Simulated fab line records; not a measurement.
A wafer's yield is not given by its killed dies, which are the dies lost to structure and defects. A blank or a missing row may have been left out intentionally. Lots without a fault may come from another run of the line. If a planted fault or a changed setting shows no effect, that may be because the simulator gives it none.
8D (eight disciplines) problem report, filled in by code | flow ritCmos | the parts of the form that need people (team, actions taken, sign-off) are left out

1. THE PROBLEM
chamberPressurePa at RIT_M1_SPUTTER_00 reads a mean of 0.3632 Pa on 6 wafers of 2 lots; wafers without a fault read 0.3999 Pa with a standard deviation of 0.00082. That is -45 standard deviations from the usual mean.
The step: material Al, target thk 400 nm, time 500 s.
Earliest sighting: wafer L791.1 on pvdSputter-01 at day 6 15:44. The record has a number at this step for 18 wafers belonging to 6 lots. The rule behind "out" and "out of limits": a value lying over 4 standard deviations away from the usual mean. Any other wafer with a number is counted as sound.

2. WHAT IT IS, AND WHAT IT ISN'T
question                    | is                     | is not
which readings at this step | chamberPressurePa      | -
which lots                  | L791, L792             | L783, L784, L793, L794
which wafers of those lots  | all that have a number | -
read on which tools         | pvdSputter-01          | pvdSputter-04
when                        | from day 6 15:44       | up to then (6 sound wafers); but 6 sound wafers of L793, L794 came after

3. SUSPECTS, AND WHAT RULES EACH OUT
Counting: any tool at a process step up to the reading is kept as a suspect provided that every lot that is out went through it and no sound lot did after the first of them.
- pvdSputter-01 at RIT_M1_SPUTTER_00 (material Al, target thk 400 nm, time 500 s): kept. It ran every lot that is out, first L791 (day 6 15:44), and no sound lot after that; its last sound lot up to then is L784 (day 5 07:11). Out on those wafers are its own readings of chamberPressurePa.
After counting, what remains is pvdSputter-01 at RIT_M1_SPUTTER_00.

4. THE CAUSE (what the simulator had put in)
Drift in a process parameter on pvdSputter-01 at RIT_M1_SPUTTER_00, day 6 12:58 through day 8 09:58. From 0.4, the setting chamberPressurePa moved by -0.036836.
Counting left only this tool.

5. THE EFFECT CHAIN, in route order
Each row: a reading whose mean over the struck wafers that have a number lies more than 3 standard deviations from the usual. Scope: only readings with a usual standard deviation given in the record; hours: median across lots of the time from each lot's start at the first step in this table that gives one to its start at this step; sigmas: change in usual standard deviations.
hours | step              | reading           | usual     | on struck wafers | change  | sigmas
0     | RIT_M1_SPUTTER_00 | chamberPressurePa | 0.3999 Pa | 0.3632           | -0.0367 | -45
Here are the process steps it includes:
- RIT_M1_SPUTTER_00: material Al, target thk 400 nm, time 500 s.
Later steps that measure or inspect, where all struck wafers having a row at the step show a number for every such reading and not one has moved that far: RIT_M1_RS_MEAS_01, RIT_M1_THK_MEAS_02, RIT_M1_CD_MEAS_09, RIT_M1_OVL_MEAS_10.

6. HOW IT WOULD HAVE BEEN CAUGHT EARLIER
First out-of-limits reading in this record: day 6 15:44, which is 3 hours after fault onset at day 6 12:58.
